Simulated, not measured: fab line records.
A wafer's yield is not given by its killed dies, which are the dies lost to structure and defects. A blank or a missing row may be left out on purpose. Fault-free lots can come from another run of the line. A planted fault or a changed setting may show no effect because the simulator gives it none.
fab line records    flow rit_cmos
record lots=7  wafers=21  last_day=5
route steps=202 shown PWELL@49 WELLDRIVE@50 NWELL@51 NRETRO@53 PRETRO@64 M1@202
lots untouched by any fault: they come from a run of this same line in which no faults occurred
start_h: hours from the record's first day to the start of the lot's first wafer shown    wait_h: hours elapsed since this lot's preceding step    " the same as in the row above    L1.1+2: a single row standing in for several wafers    - value missing, or start not given    * or withheld: withheld    < > ~ a bound
route shown NAME@n: a module of which the file shows steps, and the number in the route of the first    usual: mean and standard deviation over wafers with no fault    same: alike in all rows    chamber/n: place in a boat    sites: each site's reading    _std_site: their standard deviation    _edge_site: mean of outer sites minus mean of inner sites    radius_mm: how far each site lies from the wafer's centre    mask NAME#n: copy n    behind: the most recent tool/chamber to have shaped the wafer    hold: cause of the lot's hold/its duration in hours/its outcome    device: the n, p or np transistor that did not switch    end of line: tests run on the same wafers once the route is complete    for a step that has no rows: nothing shown but its recipe    killed: not the wafer's yield, but the dies lost to structure and defects at the first sort    map: shows each die of a wafer: x if killed, . if not, _ if none is there
set.NAME: the setting as run; set.NAME@STEP: as run at that earlier step    model.NAME: the simulator's own value behind a step, which no gauge read
lots at selected steps of the route; one table per step, one row per wafer
services: from which hour (start_h, from the record's first day; less than 0 if before it) a tool's chamber was out of use, for how many hours, and why
## steps
# step RIT_PWELL_TW_MEAS_10
# usual PWELL_TW=961/4.9
lot.wafer  tool           chamber  start_h  wait_h  PWELL_TW
L640.1     film_metro-01  -        28.72    0.1     959
L640.2     "              -        "        "       958
L640.4     "              -        "        "       963
L644.3     film_metro-04  -        47.62    0.1     960
L644.5     "              -        "        "       962
L644.6     "              -        "        "       959
L646.3     film_metro-01  -        57.46    0.1     970
L646.5     "              -        "        "       969
L646.6     "              -        "        "       962
L647.1     film_metro-03  -        63.08    0.1     967
L647.3     "              -        "        "       962
L647.5     "              -        "        "       966
L649.2     film_metro-04  -        73.47    0.1     952
L649.4     "              -        "        "       955
L649.6     "              -        "        "       956
L650.2     film_metro-04  -        78.33    0.1     955
L650.3     "              -        "        "       952
L650.4     "              -        "        "       955
L651.1     film_metro-03  -        82.84    0.1     962
L651.3     "              -        "        "       959
L651.6     "              -        "        "       960
# step RIT_WELLDRIVE_ANNEAL_00
# recipe temp_c=1100  time_s=14700  ambient=N2
# step RIT_WELLDRIVE_RS_MEAS_01
# recipe thk_meas_gauge=four-point-probe
# usual NWELL_RS=278.1/0.75
lot.wafer  tool           chamber  start_h  wait_h  NWELL_RS[ohm/sq]
L640.1     film_metro-01  -        33.86    0.0     278.1
L640.2     "              -        "        "       276.9
L640.4     "              -        "        "       278.1
L644.3     film_metro-03  -        52.78    0.0     277.0
L644.5     "              -        "        "       277.9
L644.6     "              -        "        "       276.9
L646.3     film_metro-01  -        62.62    0.0     278.9
L646.5     "              -        "        "       278.1
L646.6     "              -        "        "       278.4
L647.1     film_metro-01  -        68.22    0.0     279.2
L647.3     "              -        "        "       279.2
L647.5     "              -        "        "       278.4
L649.2     film_metro-01  -        78.62    0.0     278.4
L649.4     "              -        "        "       278.2
L649.6     "              -        "        "       278.1
L650.2     film_metro-01  -        83.49    0.0     278.0
L650.3     "              -        "        "       278.5
L650.4     "              -        "        "       278.7
L651.1     film_metro-04  -        87.99    0.0     277.4
L651.3     "              -        "        "       277.1
L651.6     "              -        "        "       278.3
# step RIT_WELLDRIVE_RS_MEAS_02
# recipe thk_meas_gauge=four-point-probe
# usual PWELL_RS=429.8/1.5
lot.wafer  tool           chamber  start_h  wait_h  PWELL_RS[ohm/sq]
L640.1     film_metro-01  -        33.98    0.1     430.6
L640.2     "              -        "        "       431.4
L640.4     "              -        "        "       430.6
L644.3     film_metro-03  -        52.90    0.1     427.7
L644.5     "              -        "        "       429.2
L644.6     "              -        "        "       429.8
L646.3     film_metro-01  -        62.74    0.1     429.0
L646.5     "              -        "        "       429.5
L646.6     "              -        "        "       429.1
L647.1     film_metro-01  -        68.34    0.1     429.3
L647.3     "              -        "        "       430.7
L647.5     "              -        "        "       429.2
L649.2     film_metro-01  -        78.74    0.1     430.6
L649.4     "              -        "        "       429.3
L649.6     "              -        "        "       430.7
L650.2     film_metro-01  -        83.61    0.1     429.5
L650.3     "              -        "        "       428.9
L650.4     "              -        "        "       429.5
L651.1     film_metro-04  -        88.11    0.1     430.3
L651.3     "              -        "        "       429.5
L651.6     "              -        "        "       429.7
# step RIT_NRETRO_HMDS_00
# recipe prime_time_s=60  prime_temp_c=140
# step RIT_NRETRO_COAT_01
# recipe resist=NOVOLAK  spin_rpm=2000  resist_thk_nm=1300
# step RIT_NRETRO_SOFTBAKE_02
# recipe resist=NOVOLAK  temp_c=90  time_s=60
# step RIT_NRETRO_EXPOSE_03
# recipe mask_id=M4  na=0.57  target_cd_nm=43900  dose_mj=250
# step RIT_NRETRO_PEB_04
# recipe resist=NOVOLAK  temp_c=withheld  time_s=withheld
# step RIT_NRETRO_DEVELOP_05
# recipe resist=NOVOLAK  develop_time_s=68  dev_temp_c=23
# step RIT_NRETRO_OVL_MEAS_06
# usual NRETRO_OVL=-0.2/1.3
lot.wafer  tool        chamber  start_h  wait_h  NRETRO_OVL[nm]
L640.1     overlay-01  -        34.98    -       -0.5
L640.2     "           -        "        "       0.2
L640.4     "           -        "        "       -1.0
L644.3     overlay-01  -        53.87    -       1.7
L644.5     "           -        "        "       1.0
L644.6     "           -        "        "       2.0
L646.3     overlay-02  -        63.84    -       0.4
L646.5     "           -        "        "       -0.6
L646.6     "           -        "        "       -0.9
L647.1     overlay-01  -        69.47    -       -1.7
L647.3     "           -        "        "       -0.9
L647.5     "           -        "        "       -0.3
L649.2     overlay-02  -        80.05    -       -0.7
L649.4     "           -        "        "       0.3
L649.6     "           -        "        "       0.8
L650.2     overlay-01  -        84.59    -       2.2
L650.3     "           -        "        "       1.5
L650.4     "           -        "        "       2.4
L651.1     overlay-01  -        89.11    -       3.1
L651.3     "           -        "        "       -0.1
L651.6     "           -        "        "       3.7
# step RIT_NRETRO_HARDBAKE_07
# recipe resist=NOVOLAK  temp_c=140  time_s=120
# step RIT_NRETRO_IMPLANT_08
# recipe species=P  energy_kev=70  dose_cm2=1e+13  tilt_deg=7
# usual implant_ion_amu=31/0
lot.wafer  tool          chamber  start_h  wait_h  implant_ion_amu  model.implant.rp_nm  model.implant.drp_nm
L640.1     implanter-03  0        35.27    0.2     31               84.83                33.94
L640.2     "             0        "        "       31               84.83                33.94
L640.4     "             0        "        "       31               84.83                33.94
L644.3     implanter-01  0        54.20    0.2     31               86.53                33.94
L644.5     "             0        "        "       31               86.53                33.94
L644.6     "             0        "        "       31               86.53                33.94
L646.3     implanter-01  0        64.16    0.2     31               86.42                33.94
L646.5     "             0        "        "       31               86.42                33.94
L646.6     "             0        "        "       31               86.42                33.94
L647.1     implanter-01  0        69.75    0.2     31               85.89                33.94
L647.3     "             0        "        "       31               85.89                33.94
L647.5     "             0        "        "       31               85.89                33.94
L649.2     implanter-02  0        80.36    0.2     75               42.31                18.17
L649.4     "             0        "        "       75               42.31                18.17
L649.6     "             0        "        "       75               42.31                18.17
L650.2     implanter-02  0        84.90    0.2     75               42.79                18.17
L650.3     "             0        "        "       75               42.79                18.17
L650.4     "             0        "        "       75               42.79                18.17
L651.1     implanter-02  0        89.39    0.2     75               42.64                18.17
L651.3     "             0        "        "       75               42.64                18.17
L651.6     "             0        "        "       75               42.64                18.17
# step RIT_NRETRO_STRIP_09
# recipe chemistry=O2  time_s=180  resist=NOVOLAK  platen_temp_c=withheld  power_w=500  pressure_mtorr=4000  o2_flow_sccm=4000
# usual drypump_motor_current_A=5.5/0.54  o2_flow_sccm=4000/12
lot.wafer  tool             chamber  start_h  wait_h  drypump_motor_current_A  o2_flow_sccm  rf_hours_counter_h
L640.1     plasma_asher-01  1        35.42    0.1     5.2                      4004          40
L640.2     "                0        "        "       6.4                      3976          40
L640.4     "                0        "        "       6.5                      3995          -
L644.3     plasma_asher-01  1        54.35    0.1     5.2                      3982          -
L644.5     "                1        "        "       5.1                      3997          -
L644.6     "                0        "        "       6.5                      4000          -
L646.3     plasma_asher-01  0        64.32    0.1     6.4                      3987          -
L646.5     "                0        "        "       6.4                      3987          -
L646.6     "                1        "        "       5.2                      3999          -
L647.1     plasma_asher-03  0        69.90    0.1     5.8                      4010          44
L647.3     "                0        "        "       5.8                      4001          -
L647.5     "                0        "        "       5.8                      4014          -
L649.2     plasma_asher-02  1        80.48    0.1     4.9                      4011          30
L649.4     "                0        "        "       5.1                      4017          -
L649.6     "                0        "        "       5.1                      4016          -
L650.2     plasma_asher-01  0        85.02    0.1     6.4                      3992          45
L650.3     "                1        "        "       5.2                      4009          -
L650.4     "                0        "        "       6.4                      4005          -
L651.1     plasma_asher-01  1        89.54    0.1     5.2                      3985          45
L651.3     "                1        "        "       5.2                      3995          -
L651.6     "                1        "        "       5.2                      4004          -
# step RIT_NRETRO_TW_MEAS_10
# usual NRETRO_TW=1055/7.4
lot.wafer  tool           chamber  start_h  wait_h  NRETRO_TW
L640.1     film_metro-03  -        35.59    0.1     1059
L640.2     "              -        "        "       1062
L640.4     "              -        "        "       1059
L644.3     film_metro-04  -        54.49    0.1     1050
L644.5     "              -        "        "       1049
L644.6     "              -        "        "       1060
L646.3     film_metro-04  -        64.46    0.1     1054
L646.5     "              -        "        "       1058
L646.6     "              -        "        "       1057
L647.1     film_metro-03  -        70.08    0.1     1067
L647.3     "              -        "        "       1065
L647.5     "              -        "        "       1068
L649.2     film_metro-02  -        80.67    0.1     1432
L649.4     "              -        "        "       1431
L649.6     "              -        "        "       1435
L650.2     film_metro-02  -        85.21    0.1     1429
L650.3     "              -        "        "       1430
L650.4     "              -        "        "       1427
L651.1     film_metro-02  -        89.72    0.1     1430
L651.3     "              -        "        "       1423
L651.6     "              -        "        "       1426
# step RIT_PRETRO_HMDS_00
# recipe prime_time_s=60  prime_temp_c=140
# step RIT_M1_PROBE_99
# usual killed_at_front_end=7/3  killed_dies=7/3  killed_open=3.5/2  killed_short=3.4/2
# same gross_dies=264  killed_at_M0_to_M3=0  killed_at_M4_up=0  killed_at_back_side=0  killed_at_contacts=0  killed_at_other=0
lot.wafer  tool       chamber  start_h  wait_h  killed_at_front_end  killed_dies  killed_open  killed_short
L640.1     prober-02  -        62.48    0.1     12                   12           4            8
L640.2     prober-02  -        62.53    0.1     6                    6            2            4
L640.4     prober-02  -        62.63    0.2     5                    5            2            3
L644.3     prober-02  -        82.61    0.2     7                    7            5            2
L644.5     prober-02  -        82.71    0.2     4                    4            2            2
L644.6     prober-02  -        82.76    0.2     4                    4            1            3
L646.3     prober-02  -        91.49    0.2     11                   11           4            7
L646.5     prober-02  -        91.59    0.2     9                    9            5            4
L646.6     prober-02  -        91.64    0.2     10                   10           6            4
L647.1     prober-01  -        96.33    0.1     10                   10           7            3
L647.3     prober-01  -        96.43    0.2     7                    7            4            3
L647.5     prober-01  -        96.53    0.2     4                    4            3            1
L649.2     prober-01  -        107.72   0.1     4                    4            3            1
L649.4     prober-01  -        107.82   0.2     3                    3            1            2
L649.6     prober-01  -        107.92   0.2     5                    5            4            1
L650.2     prober-02  -        111.67   0.1     7                    7            3            4
L650.3     prober-02  -        111.72   0.2     3                    3            3            0
L650.4     prober-02  -        111.77   0.2     2                    2            2            0
L651.1     prober-01  -        116.63   0.1     4                    4            1            3
L651.3     prober-01  -        116.73   0.2     3                    3            2            1
L651.6     prober-01  -        116.88   0.2     6                    6            3            3
# killed by level:class
L640.1 REOX:geometric_particle:short=3 GATE:geometric_particle:open=2 SILICIDE:geometric_particle:short=2 FOX1:geometric_particle:short=1 FOX1:geometric_particle:open=1 FOX2:geometric_particle:open=1 FOX2:geometric_particle:short=1 GATE:geometric_particle:short=1
L640.2 FOX1:geometric_particle:short=1 GATE:geometric_particle:short=1 GATE:geometric_particle:open=1 REOX:geometric_particle:short=1 SPACER:geometric_particle:short=1 SILICIDE:geometric_particle:open=1
L640.4 FOX1:geometric_particle:short=1 FOX1:geometric_particle:open=1 GATE:geometric_particle:short=1 REOX:geometric_particle:short=1 SILICIDE:geometric_particle:open=1
L644.3 GATE:geometric_particle:open=2 FOX1:geometric_particle:open=1 GATE:geometric_particle:short=1 REOX:geometric_particle:open=1 REOX:geometric_particle:short=1 SPACER:geometric_particle:open=1
L644.5 FOX2:geometric_particle:open=1 GATE:geometric_particle:open=1 GATE:geometric_particle:short=1 REOX:geometric_particle:short=1
L644.6 GATE:geometric_particle:short=2 ACTIVE:geometric_particle:open=1 SPACER:geometric_particle:short=1
L646.3 SPACER:geometric_particle:short=4 GATE:geometric_particle:short=3 FOX1:geometric_particle:open=1 REOX:geometric_particle:open=1 SPACER:geometric_particle:open=1 SILICIDE:geometric_particle:open=1
L646.5 GATE:geometric_particle:open=4 GATE:geometric_particle:short=3 FOX2:geometric_particle:short=1 SILICIDE:geometric_particle:open=1
L646.6 GATE:geometric_particle:open=4 GATE:geometric_particle:short=3 FOX1:geometric_particle:open=1 REOX:geometric_particle:short=1 SILICIDE:geometric_particle:open=1
L647.1 GATE:geometric_particle:open=3 FOX1:geometric_particle:open=2 GATE:geometric_particle:short=2 SILICIDE:geometric_particle:open=1 REOX:geometric_particle:short=1 SPACER:geometric_particle:open=1
L647.3 GATE:geometric_particle:open=2 FOX1:geometric_particle:short=1 REOX:geometric_particle:short=1 REOX:geometric_particle:open=1 SPACER:geometric_particle:open=1 SILICIDE:geometric_particle:short=1
L647.5 FOX1:geometric_particle:open=1 FOX1:geometric_particle:short=1 GATE:geometric_particle:open=1 REOX:geometric_particle:open=1
L649.2 GATE:geometric_particle:open=2 ACTIVE:geometric_particle:open=1 SPACER:geometric_particle:short=1
L649.4 GATE:geometric_particle:short=2 REOX:geometric_particle:open=1
L649.6 GATE:geometric_particle:open=3 REOX:geometric_particle:open=1 SPACER:geometric_particle:short=1
L650.2 FOX1:geometric_particle:open=2 FOX1:geometric_particle:short=2 GATE:geometric_particle:short=1 GATE:geometric_particle:open=1 SPACER:geometric_particle:short=1
L650.3 SPACER:geometric_particle:open=2 GATE:geometric_particle:open=1
L650.4 GATE:geometric_particle:open=2
L651.1 FOX1:geometric_particle:short=1 GATE:geometric_particle:open=1 GATE:geometric_particle:short=1 SPACER:geometric_particle:short=1
L651.3 FOX1:geometric_particle:open=1 GATE:geometric_particle:open=1 SPACER:geometric_particle:short=1
L651.6 GATE:geometric_particle:short=2 GATE:geometric_particle:open=1 REOX:geometric_particle:short=1 SPACER:geometric_particle:open=1 SILICIDE:geometric_particle:open=1
## services
tool          chamber  start_h  hours  kind
implanter-02  -        17.30    0.5    repair
implanter-03  -        53.75    17.6   repair
implanter-02  -        58.08    7.7    repair
implanter-01  -        77.66    3.2    repair
## key
first_sign step=RIT_NRETRO_IMPLANT_08  reading=implant_ion_amu  direction=up  sigmas=99+  usual=31  struck=75
effect step=RIT_NRETRO_TW_MEAS_10  reading=NRETRO_TW  direction=up  sigmas=51  usual=1055  struck=1429
model_effect step=RIT_NRETRO_IMPLANT_08  value=implant.rp_nm  without=85.47  struck=42.58
met_at RIT_NRETRO_IMPLANT_08
struck_wafers L649.2,L649.4,L649.6,L650.2,L650.3,L650.4,L651.1,L651.3,L651.6
tester_left_out L649,L650,L651
onset_between 69.75 80.36
fault kind=wrong_recipe_download  tool=implanter-01,implanter-02,implanter-03  chamber=-  onset_h=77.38  steps=RIT_NRETRO_IMPLANT_08  wrong_recipe.not_listed=1
# tester_left_out: of these lots the tester's yield and bins aren't shown, on N5 and GAA mostly nor the transistor test; their killed dies are dies lost to structure and defects alone, not to doping, threshold or leakage, so they don't give the yield
